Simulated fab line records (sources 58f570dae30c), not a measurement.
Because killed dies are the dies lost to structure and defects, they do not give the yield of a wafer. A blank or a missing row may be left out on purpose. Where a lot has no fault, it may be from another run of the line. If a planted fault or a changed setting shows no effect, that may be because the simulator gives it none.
Which tool did it? | flow berkeley cmos170 | at 1 step of a route of 331, 7 lots with 21 wafers sampled

## WHAT EACH GAUGE READ, for each wafer
UCB170_V1_THK_MEAS_01.
lot  | measured     | on            | V1_TEOS_THK (nm)
L474 | day 9 06:56  | film metro-02 | 1943 1963 1973
L477 | day 9 17:05  | film metro-01 | 1948 1956 1988
L481 | day 10 06:41 | film metro-01 | 2014 2007 2039
L483 | day 10 23:20 | film metro-02 | 1957 1994 2019
L486 | day 11 06:41 | film metro-03 | 1975 2016 2010
L493 | day 16 02:05 | film metro-02 | 1986 1954 2010
L495 | day 16 02:18 | film metro-01 | 1991 1992 2039

## EACH LOT AND THE TOOL THAT RAN IT (in order: tool; ch and the chambers of the sampled wafers; start)
The record shows no process step preceding these readings.

## THE ANSWER, worked out from the rows above alone
Rule: usual is defined by the lots themselves. The widest of any qualifying gaps counts: lots, ordered by their means at a reading, are off when they make up no more than a third of the lots, leave a main group of 4 or more, and stand apart from it by 3 or more times the standard deviation of that group's means. A main group whose means are all the same, to the digits that the tables above print for the reading, isn't used. Also off: a lot with no number at a reading for which 4 or more lots have one. Where the step has rows for the other lots, those lots are counted as sound.
Nothing can be told from this: no lot is off at any reading shown.

## WHAT WAS PUT IN BY THE SIMULATOR
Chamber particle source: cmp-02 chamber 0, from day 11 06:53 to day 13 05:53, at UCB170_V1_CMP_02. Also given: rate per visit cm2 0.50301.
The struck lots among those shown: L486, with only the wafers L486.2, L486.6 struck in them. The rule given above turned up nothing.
